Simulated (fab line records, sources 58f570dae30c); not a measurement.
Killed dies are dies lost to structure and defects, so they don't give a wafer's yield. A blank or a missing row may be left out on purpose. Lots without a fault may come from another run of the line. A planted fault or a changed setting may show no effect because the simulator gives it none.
Which tool did it? | flow berkeley_cmos170 | 11 lots, 33 wafers sampled, at 5 steps of a route of 331

WHAT THE GAUGES READ, wafer by wafer
UCB170_NWELL_THK_MEAS_02.
lot  | measured    | on            | NWELL_OXIDE_THK (nm)
L567 | day 1 19:14 | film_metro-04 | 25.8 25.6 25.9
L568 | day 2 03:49 | film_metro-02 | 26.2 26.3 26.3
L569 | day 2 12:47 | film_metro-04 | 26.1 25.5 25.8
L570 | day 2 17:40 | film_metro-02 | 26.5 26.6 26.5
L577 | day 3 22:57 | film_metro-02 | 26.7 26.7 26.1
L582 | day 4 23:56 | film_metro-03 | 25.5 25.5 25.8
L583 | day 5 06:35 | film_metro-04 | 26.5 26.3 26.4
L584 | day 5 11:08 | film_metro-03 | 26.1 25.6 25.6
L586 | day 5 20:24 | film_metro-02 | 27.0 26.7 26.7
L587 | day 6 06:02 | film_metro-03 | 25.3 25.0 25.0
L588 | day 6 06:02 | film_metro-04 | 26.2 25.7 25.8

UCB170_WELLDRIVE_THK_MEAS_02.
lot  | measured    | on            | WELLDRIVE_OXIDE_THK (nm)
L567 | day 3 08:10 | film_metro-02 | 201 199 200
L568 | day 3 17:00 | film_metro-02 | 205 204 208
L569 | day 4 04:50 | film_metro-02 | 200 201 201
L570 | day 4 04:50 | film_metro-04 | 203 201 200
L577 | day 5 08:04 | film_metro-04 | 245 243 246
L582 | day 6 15:07 | film_metro-02 | 255 253 255
L583 | day 6 19:35 | film_metro-01 | 195 196 202
L584 | day 6 19:34 | film_metro-02 | 200 193 196
L586 | day 7 09:58 | film_metro-01 | 198 204 200
L587 | day 7 16:03 | film_metro-02 | 195 194 195
L588 | day 7 16:03 | film_metro-04 | 198 200 202

UCB170_PVT_TW_MEAS_09.
lot  | measured    | on            | PVT_TW
L567 | day 5 03:27 | film_metro-03 | 508 506 506
L568 | day 5 13:38 | film_metro-03 | 508 507 507
L569 | day 6 03:42 | film_metro-03 | 508 505 506
L570 | day 6 02:21 | film_metro-03 | 508 509 505
L577 | day 7 09:36 | film_metro-02 | 513 519 518
L582 | day 8 19:13 | film_metro-02 | 517 515 515
L583 | day 9 03:23 | film_metro-03 | 507 504 506
L584 | day 9 03:07 | film_metro-02 | 512 511 514
L586 | day 9 09:12 | film_metro-03 | 505 506 504
L587 | day 9 19:50 | film_metro-03 | 506 505 509
L588 | day 9 20:06 | film_metro-03 | 505 506 506

UCB170_M3_CD_MEAS_15: target cd 700 nm.
lot  | measured     | on        | cd_nm (nm)
L567 | day 7 11:20  | cd_sem-02 | 701.8 700.1 700.7
L568 | day 7 14:11  | cd_sem-01 | 700.5 697.9 698.3
L569 | day 8 05:07  | cd_sem-01 | 701.4 702.1 701.0
L570 | day 8 05:58  | cd_sem-02 | 698.8 698.5 699.3
L577 | day 9 11:36  | cd_sem-02 | 699.3 698.8 698.7
L582 | day 10 22:55 | cd_sem-02 | 703.6 703.4 703.4
L583 | day 11 06:26 | cd_sem-01 | 700.1 701.1 700.0
L584 | day 11 11:29 | cd_sem-02 | 700.8 701.4 702.5
L586 | day 11 11:17 | cd_sem-01 | 700.1 699.3 701.0
L587 | day 11 18:44 | cd_sem-02 | 703.1 703.1 703.6
L588 | day 11 19:33 | cd_sem-02 | 702.1 700.6 701.8

WHICH TOOL RAN EACH LOT (tool, then ch and the chambers of the sampled wafers, then the start)
lot  | UCB170_WELLDRIVE_OXIDATION_01
L567 | furnace-03 ch 0, day 3 04:40
L568 | furnace-03 ch 0, day 3 13:29
L569 | furnace-03 ch 0, day 4 01:20
L570 | furnace-03 ch 0, day 4 01:20
L577 | furnace-01 ch 0, day 5 04:32
L582 | furnace-01 ch 0, day 6 11:37
L583 | furnace-04 ch 0, day 6 16:04
L584 | furnace-04 ch 0, day 6 16:04
L586 | furnace-03 ch 0, day 7 06:26
L587 | furnace-04 ch 0, day 7 12:32
L588 | furnace-04 ch 0, day 7 12:32
- UCB170_WELLDRIVE_OXIDATION_01: target thk 199 nm, ox time 9000 s.

WHAT THE TOOLS THEMSELVES READ (means of the sampled wafers that have a number; where no wafer has one, the mark that the record gives instead)
UCB170_WELLDRIVE_OXIDATION_01.
lot  | tool       | spike_tc_load_C (C) | tube_center_temp_C (C) | zone_power_centre_pct (%) | zone_power_load_pct (%)
L567 | furnace-03 | 1128.0              | 1100                   | 68                        | 45
L568 | furnace-03 | 1126.6              | 1100                   | 68                        | 46
L569 | furnace-03 | 1129.0              | 1100                   | 68                        | 46
L570 | furnace-03 | 1127.4              | 1100                   | 68                        | 45
L577 | furnace-01 | 1128.7              | 1100                   | 58                        | 39
L582 | furnace-01 | 1128.4              | 1100                   | 58                        | 38
L583 | furnace-04 | 1128.0              | 1100                   | 56                        | 37
L584 | furnace-04 | 1128.2              | 1100                   | 56                        | 36
L586 | furnace-03 | 1128.2              | 1100                   | 68                        | 45
L587 | furnace-04 | 1128.7              | 1100                   | 56                        | 36
L588 | furnace-04 | 1127.7              | 1100                   | 56                        | 36

THE ANSWER, worked out from the rows above alone
Rule: what is usual is taken from the lots themselves. Put in order of their means at a reading, lots are off if they are a third of the lots or fewer, leave a main group of 4 or more, and stand apart from it by a gap of 3 or more times the standard deviation of the main group's means; of several such gaps the widest counts. A main group whose means are all the same, to the digits that the tables above print for the reading, isn't used. A lot without any number at a reading at which 4 lots or more have one is off too. The other lots that the step has rows for count as sound. The gauges are gone through in route order, then the tools' own readings, and for those a lot's mean is taken as printed above. The first step at which some lot is off is used, and at that step the reading that is off furthest; a lot without a number counts as furthest.
Off: L577, L582, at UCB170_WELLDRIVE_THK_MEAS_02 (WELLDRIVE_OXIDE_THK). The main group: mean 200 nm, standard deviation 3.
A tool fits if, at a process step before that reading, it ran every lot that is off, and no sound lot after the first of them. The gauges at UCB170_WELLDRIVE_THK_MEAS_02 are tried like those tools. One fits: furnace-01 at UCB170_WELLDRIVE_OXIDATION_01. It ran no sound lot before its first lot that is off in this sample, so the start can't be narrowed down.

WHAT THE SIMULATOR HAD PUT IN
Process parameter drift: furnace-01, from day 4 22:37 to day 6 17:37, at UCB170_WELLDRIVE_OXIDATION_01. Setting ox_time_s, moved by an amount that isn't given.
Lots struck among those shown: L577, L582. The rule above found the same.
